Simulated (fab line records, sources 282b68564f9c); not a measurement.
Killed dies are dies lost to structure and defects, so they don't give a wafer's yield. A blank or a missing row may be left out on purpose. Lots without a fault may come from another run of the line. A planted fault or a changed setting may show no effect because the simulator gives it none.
Which tool did it? | flow rit_cmos | 7 lots, 21 wafers sampled, at 2 steps of a route of 202

WHAT THE GAUGES READ, wafer by wafer
RIT_NRETRO_TW_MEAS_10.
lot  | measured    | on            | NRETRO_TW
L786 | day 2 15:39 | film_metro-03 | 1053 1059 1052
L788 | day 2 23:02 | film_metro-03 | 1055 1056 1058
L792 | day 3 23:38 | film_metro-01 | 1049 1050 1047
L795 | day 4 12:28 | film_metro-01 | 1052 1054 1050
L800 | day 5 12:07 | film_metro-03 | 1065 1066 1059
L802 | day 5 22:50 | film_metro-01 | 1131 1136 1130
L804 | day 6 09:57 | film_metro-03 | 1069 1070 1064

WHICH TOOL RAN EACH LOT (tool, then ch and the chambers of the sampled wafers, then the start)
lot  | RIT_NRETRO_IMPLANT_08
L786 | implanter-03 ch 0, day 2 15:19
L788 | implanter-03 ch 0, day 2 22:44
L792 | implanter-01 ch 0, day 3 23:19
L795 | implanter-01 ch 0, day 4 12:08
L800 | implanter-04 ch 0, day 5 11:47
L802 | implanter-03 ch 0, day 5 22:32
L804 | implanter-04 ch 0, day 6 09:37
- RIT_NRETRO_IMPLANT_08

THE ANSWER, worked out from the rows above alone
Rule: what is usual is taken from the lots themselves. Put in order of their means at a reading, lots are off if they are a third of the lots or fewer, leave a main group of 4 or more, and stand apart from it by a gap of 3 or more times the standard deviation of the main group's means; of several such gaps the widest counts. A main group whose means are all the same, to the digits that the tables above print for the reading, isn't used. A lot without any number at a reading at which 4 lots or more have one is off too. The other lots that the step has rows for count as sound.
Off: L802, at RIT_NRETRO_TW_MEAS_10 (NRETRO_TW). The main group: mean 1057, standard deviation 6.5.
A tool fits if, at a process step before that reading, it ran every lot that is off, and no sound lot after the first of them. The gauges at RIT_NRETRO_TW_MEAS_10 are tried like those tools. Can't be told from this: 2 tools fit, implanter-03 at RIT_NRETRO_IMPLANT_08, film_metro-01 at RIT_NRETRO_TW_MEAS_10.

WHAT THE SIMULATOR HAD PUT IN
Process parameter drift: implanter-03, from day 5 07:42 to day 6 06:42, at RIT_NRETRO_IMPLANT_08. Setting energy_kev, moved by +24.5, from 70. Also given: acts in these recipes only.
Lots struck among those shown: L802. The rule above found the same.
